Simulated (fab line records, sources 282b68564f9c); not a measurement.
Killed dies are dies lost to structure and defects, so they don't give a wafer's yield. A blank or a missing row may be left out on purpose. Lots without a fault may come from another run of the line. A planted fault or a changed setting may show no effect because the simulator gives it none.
A struck lot beside a sound one | flow rit_cmos | 36 steps out of a route of 202
Sound: wafers L821.1, L821.2, L821.5. Struck: wafers L816.2, L816.3, L816.5. The cause comes at the end.
At each step with rows: each side's tool, then ch and its chambers, then its first start. Under that, the readings that differ: sound wafers | struck wafers | difference of the means | sigmas: that difference in standard deviations of wafers without a fault.
alike: readings whose means differ by less than 2 such deviations, and words and numbers that are the same on both sides. not compared: withheld readings, readings that some wafer has no value for, bounds like >300 that may hide the same value, and numbers for which the record gives no deviation and whose values overlap.
The two part at a step that has a row with sigmas, a row that says differs or no value, or rows on one side only. Numbers that don't overlap but have no deviation are shown without sigmas and don't part them. A reading that every wafer of one side lacks parts them only if that side has two wafers or more.

first, 9 steps without rows for these wafers: RIT_GATE_EXPOSE_13 (exposes mask M6, target cd 150 nm); RIT_GATE_PEB_14; RIT_GATE_DEVELOP_15 (develop time 50 s); RIT_GATE_HARDBAKE_18 (time 60 s); RIT_GATE_ETCH_19 (etches poly-Si in SF6/CHF3/O2, stops on SiO2, time 165 s, target depth 312.5 nm); RIT_GATE_STRIP_20 (strips in O2, time 180 s); RIT_REOX_CLEAN_00 (cleans in SC1, time 600 s); RIT_REOX_CLEAN_01 (cleans in dHF, time 30 s); RIT_REOX_CLEAN_02 (cleans in SC2, time 600 s).
RIT_REOX_OXIDATION_03: target thk 25.2 nm, ox time 5580 s.
  sound on furnace-01 ch 0, day 5 23:33; struck on furnace-02 ch 0, day 4 23:47
  reading                                     | sound                | struck               | difference | sigmas
  spike_tc_centre_C (C)                       | 904.5 905.4 904.2    | 861.9 862.3 861.8    | -42.7      | -39
  spike_tc_load_C (C)                         | 930 926 928          | 879 879 877          | -50        | -11
  spike_tc_source_C (C)                       | 921.3 922.7 922.1    | 877.6 878.2 876.7    | -44.5      | -15
  tube_center_temp_C (C)                      | 899.83 900.06 899.95 | 859.29 859.22 859.22 | -40.70     | -99 or more
  tube_center_temp_C_max                      | 902.0 902.2 902.1    | 861.4 861.4 861.2    | -40.8      | -99 or more
  zone_power_load_pct (%)                     | 24.8 24.9 25.0       | 23.1 23.4 23.1       | -1.7       | -3
  zone_power_source_pct (%)                   | 25.5 25.3 25.1       | 21.9 21.8 22.0       | -3.4       | -7
  model.SiO2_of_REOX_OXIDATION_03.thk_nm (nm) | 24.87 24.84 25.16    | 17.48 17.16 17.59    | -7.55      |
  model.poly-Si_of_GATE_CVD_08.thk_nm (nm)    | 233.2 233.5 233.3    | 235.2 235.9 234.5    | +1.9       |
  alike: zone_power_centre_pct
RIT_REOX_THK_MEAS_04:
  sound on film_metro-03, day 6 02:06; struck on film_metro-04, day 5 02:20
  reading             | sound          | struck         | difference | sigmas
  REOX_OXIDE_THK (nm) | 24.9 24.8 25.2 | 17.5 17.2 17.6 | -7.5       | -13
then, 18 steps without rows for these wafers: RIT_NLDD_HMDS_00 (prime time 60 s); RIT_NLDD_COAT_01 (resist thk 1000 nm); RIT_NLDD_SOFTBAKE_02 (time 60 s); RIT_NLDD_EXPOSE_03 (exposes mask M7, target cd 40700 nm); RIT_NLDD_PEB_04; RIT_NLDD_DEVELOP_05 (develop time 50 s); RIT_NLDD_HARDBAKE_07 (time 60 s); RIT_NLDD_IMPLANT_08; RIT_NLDD_STRIP_09 (strips in O2, time 180 s); RIT_PLDD_HMDS_00 (prime time 60 s); RIT_PLDD_COAT_01 (resist thk 1000 nm); RIT_PLDD_SOFTBAKE_02 (time 60 s); RIT_PLDD_EXPOSE_03 (exposes mask M8, target cd 40900 nm); RIT_PLDD_PEB_04; RIT_PLDD_DEVELOP_05 (develop time 50 s); RIT_PLDD_HARDBAKE_07 (time 60 s); RIT_PLDD_IMPLANT_08; RIT_PLDD_STRIP_09 (strips in O2, time 180 s).
RIT_SPACER_CLEAN_00: cleans in SC1, time 600 s.
  sound on wet_bench-01 ch 0, day 6 05:08; struck on wet_bench-01 ch 1, day 5 05:26
  reading                                     | sound             | struck            | difference | sigmas
  model.SiO2_of_REOX_OXIDATION_03.thk_nm (nm) | 22.92 22.89 23.19 | 16.13 15.84 16.23 | -6.93      |
then, 4 steps without rows for these wafers: RIT_SPACER_CLEAN_01 (cleans in dHF, time 28.75 s); RIT_SPACER_CLEAN_02 (cleans in SC2, time 600 s); RIT_SPACER_CVD_03 (deposits Si3N4 from SiH2Cl2/NH3, target thk 250 nm, time 3300 s); RIT_SPACER_ETCHBACK_05 (etches Si3N4 in SF6/CHF3, stops on SiO2, target depth 250 nm, time 240 s).
RIT_SDANNEAL_CLEAN_02: cleans in SC2, time 600 s.
  sound on wet_bench-04 ch 0, day 6 10:47; struck on wet_bench-02 ch 2, day 5 11:08
  reading                                  | sound             | struck            | difference | sigmas
  model.poly-Si_of_GATE_CVD_08.thk_nm (nm) | 162.4 162.3 162.8 | 164.3 165.9 164.5 | +2.4       |
RIT_M1_PROBE_99:
  sound on prober-02, day 6 18:34; struck on prober-01, day 5 19:38
  reading                             | sound             | struck            | difference | sigmas
  model.etest.pmos_turned.r_on_ohm_um | 3492 3613 3565    | 2830 2761 2806    | -758       |
  model.etest.pmos_0p3.r_on_ohm_um    | 6397 6526 6502    | 5855 5790 5796    | -661       |
  model.etest.pmos_0p15.r_on_ohm_um   | 2813 2930 2900    | 2404 2374 2397    | -489       |
  model.etest.pldd.rs_ohm_sq          | 495.7 483.4 505.8 | 300.1 296.7 303.4 | -194.9     |
  model.etest.nmos_0p15.r_on_ohm_um   | 1140 1169 1172    | 1067 1042 1051    | -107       |
  model.etest.nmos_0p3.r_on_ohm_um    | 2192 2236 2226    | 2091 2076 2075    | -137       |
  model.etest.nldd.rs_ohm_sq          | 355.9 354.9 362.4 | 274 269.2 275.8   | -85        |
  model.etest.nmos_turned.drive_ua_um | 326.4 320.1 316.1 | 408.5 407.3 403.7 | +85.6      |
  alike: killed_at_contacts, killed_at_front_end, killed_dies, killed_open, killed_short

WHERE THEY PART
First at RIT_REOX_OXIDATION_03; last, within this record, at RIT_REOX_THK_MEAS_04. Later steps at which nothing parts them and some readings are alike: RIT_M1_PROBE_99.

WHY: what the simulator had put in
Process parameter drift: furnace-02, from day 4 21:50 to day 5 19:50, at RIT_REOX_OXIDATION_03. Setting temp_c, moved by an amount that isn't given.
